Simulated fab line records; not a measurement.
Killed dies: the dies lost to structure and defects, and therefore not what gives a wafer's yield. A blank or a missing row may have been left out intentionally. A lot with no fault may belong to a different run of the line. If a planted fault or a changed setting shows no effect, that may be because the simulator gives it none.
What tool caused it? || flow berkeley cmos170 || 42 wafers from 14 lots sampled at 2 of the route's 331 steps

== WHAT THE GAUGES READ, wafer by wafer ==
UCB170_V2_THK_MEAS_01.
{"lot": "L654", "measured": "day 7 19:41", "on": "film metro-01", "V2_TEOS_THK (nm)": "1993 1959 2027"}
{"lot": "L655", "measured": "day 7 23:15", "on": "film metro-01", "V2_TEOS_THK (nm)": "2019 2036 2068"}
{"lot": "L656", "measured": "day 7 23:30", "on": "film metro-02", "V2_TEOS_THK (nm)": "2025 2024 2063"}
{"lot": "L660", "measured": "day 9 06:03", "on": "film metro-01", "V2_TEOS_THK (nm)": "1975 2003 2036"}
{"lot": "L659", "measured": "day 9 06:14", "on": "film metro-02", "V2_TEOS_THK (nm)": "1946 1984 1978"}
{"lot": "L661", "measured": "day 9 10:04", "on": "film metro-04", "V2_TEOS_THK (nm)": "2006 2025 1990"}
{"lot": "L663", "measured": "day 9 10:16", "on": "film metro-02", "V2_TEOS_THK (nm)": "2043 2024 2030"}
{"lot": "L662", "measured": "day 9 14:23", "on": "film metro-01", "V2_TEOS_THK (nm)": "1960 1993 1977"}
{"lot": "L668", "measured": "day 10 14:41", "on": "film metro-04", "V2_TEOS_THK (nm)": "2017 2018 2074"}
{"lot": "L664", "measured": "day 10 15:37", "on": "film metro-04", "V2_TEOS_THK (nm)": "2153 2210 2146 2154 2210 2148"}
{"lot": "L672", "measured": "day 11 03:57", "on": "film metro-04", "V2_TEOS_THK (nm)": "2157 2207 2184 2157 2204 2184"}
{"lot": "L673", "measured": "day 11 04:14", "on": "film metro-02", "V2_TEOS_THK (nm)": "1943 1971 2019"}
{"lot": "L674", "measured": "day 11 21:04", "on": "film metro-02", "V2_TEOS_THK (nm)": "2026 1973 2051"}
{"lot": "L675", "measured": "day 12 06:00", "on": "film metro-01", "V2_TEOS_THK (nm)": "2006 1997 2028"}

== EACH LOT AND THE TOOL THAT RAN IT (in order: tool; ch and the chambers of the sampled wafers; start) ==
{"lot": "L654", "UCB170_V2_CVD_00": "pecvd-02 ch 0,1, day 7 19:32"}
{"lot": "L655", "UCB170_V2_CVD_00": "pecvd-04 ch 0,2, day 7 23:05"}
{"lot": "L656", "UCB170_V2_CVD_00": "pecvd-01 ch 0,2, day 7 23:19"}
{"lot": "L660", "UCB170_V2_CVD_00": "pecvd-02 ch 0,2, day 9 05:54"}
{"lot": "L659", "UCB170_V2_CVD_00": "pecvd-01 ch 0,1,2, day 9 06:05"}
{"lot": "L661", "UCB170_V2_CVD_00": "pecvd-02 ch 1,2, day 9 09:55"}
{"lot": "L663", "UCB170_V2_CVD_00": "pecvd-04 ch 0,1,2, day 9 10:06"}
{"lot": "L662", "UCB170_V2_CVD_00": "pecvd-01 ch 0,1, day 9 14:13"}
{"lot": "L668", "UCB170_V2_CVD_00": "pecvd-04 ch 1,2, day 10 14:32"}
{"lot": "L664", "UCB170_V2_CVD_00": "pecvd-04 ch 0,1,2, day 10 15:26"}
{"lot": "L672", "UCB170_V2_CVD_00": "pecvd-04 ch 1,2, day 11 03:46"}
{"lot": "L673", "UCB170_V2_CVD_00": "pecvd-02 ch 1,2, day 11 04:05"}
{"lot": "L674", "UCB170_V2_CVD_00": "pecvd-02 ch 0,1, day 11 20:53"}
{"lot": "L675", "UCB170_V2_CVD_00": "pecvd-01 ch 0,2, day 12 05:50"}
- UCB170_V2_CVD_00: deposits SiO2 from TEOS/O2, target thk 2000 nm, time 250 s.

== AS READ BY THE TOOLS THEMSELVES (means over the sampled wafers that have a number; for cases with no such wafer, the mark the record gives instead) ==
UCB170_V2_CVD_00.
{"lot": "L654", "tool": "pecvd-02", "heater power w (W)": 246, "run length s (s)": 278.3}
{"lot": "L655", "tool": "pecvd-04", "heater power w (W)": 257, "run length s (s)": 277.2}
{"lot": "L656", "tool": "pecvd-01", "heater power w (W)": 161, "run length s (s)": 278.0}
{"lot": "L660", "tool": "pecvd-02", "heater power w (W)": 231, "run length s (s)": 278.0}
{"lot": "L659", "tool": "pecvd-01", "heater power w (W)": 215, "run length s (s)": 277.7}
{"lot": "L661", "tool": "pecvd-02", "heater power w (W)": 213, "run length s (s)": 278.2}
{"lot": "L663", "tool": "pecvd-04", "heater power w (W)": 246, "run length s (s)": 277.2}
{"lot": "L662", "tool": "pecvd-01", "heater power w (W)": 170, "run length s (s)": 278.0}
{"lot": "L668", "tool": "pecvd-04", "heater power w (W)": 300, "run length s (s)": 277.7}
{"lot": "L664", "tool": "pecvd-04", "heater power w (W)": 270, "run length s (s)": 296.7}
{"lot": "L672", "tool": "pecvd-04", "heater power w (W)": 273, "run length s (s)": 296.9}
{"lot": "L673", "tool": "pecvd-02", "heater power w (W)": 204, "run length s (s)": 278.6}
{"lot": "L674", "tool": "pecvd-02", "heater power w (W)": 224, "run length s (s)": 278.3}
{"lot": "L675", "tool": "pecvd-01", "heater power w (W)": 178, "run length s (s)": 277.8}

== THE ANSWER, worked out from the rows above alone ==
Rule: usual is defined by the lots themselves. The widest of any qualifying gaps counts: lots, ordered by their means at a reading, are off when they make up no more than a third of the lots, leave a main group of 4 or more, and stand apart from it by 3 or more times the standard deviation of that group's means. If all means in a main group match to the digits the tables above print for the reading, that group is not used. Also off: a lot with no number at a reading for which 4 or more lots have one. Where the step has rows for the other lots, those lots are counted as sound. Order of review: gauges by route order, followed by the tools' own readings, for which a lot's mean as printed above is used. At the first step where some lot is off, the reading lying furthest off is the one used; lots without a number count as furthest.
Off: L664, L672, at UCB170_V2_THK_MEAS_01 (V2_TEOS_THK). Main group: mean 2009 nm, sd 24.
If a tool, at a process step before that reading, ran all the lots that are off and no sound lot after the first of them, it fits. Not tried: the gauges at UCB170_V2_THK_MEAS_01; whatever is off there is also off at UCB170_V2_CVD_00, on other tools, and gauge error can't account for it. One fits: pecvd-04 at UCB170_V2_CVD_00. A fault onset in the window from L668 (day 10 14:32, its last sound lot) to L664 (day 10 15:26, its first lot off) fits.
The tool's own readings at UCB170_V2_CVD_00 bear it out: on the lots that are off they differ by more than 5 times the standard deviation of the sound lots' means. run length s reads 296.8 s there against 277.9 s on the sound lots.

== WHAT THE SIMULATOR PUT IN ==
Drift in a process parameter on pecvd-04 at UCB170_V2_CVD_00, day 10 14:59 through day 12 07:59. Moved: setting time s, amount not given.
Shown lots that were struck: L664, L672. Same finding as the rule above.
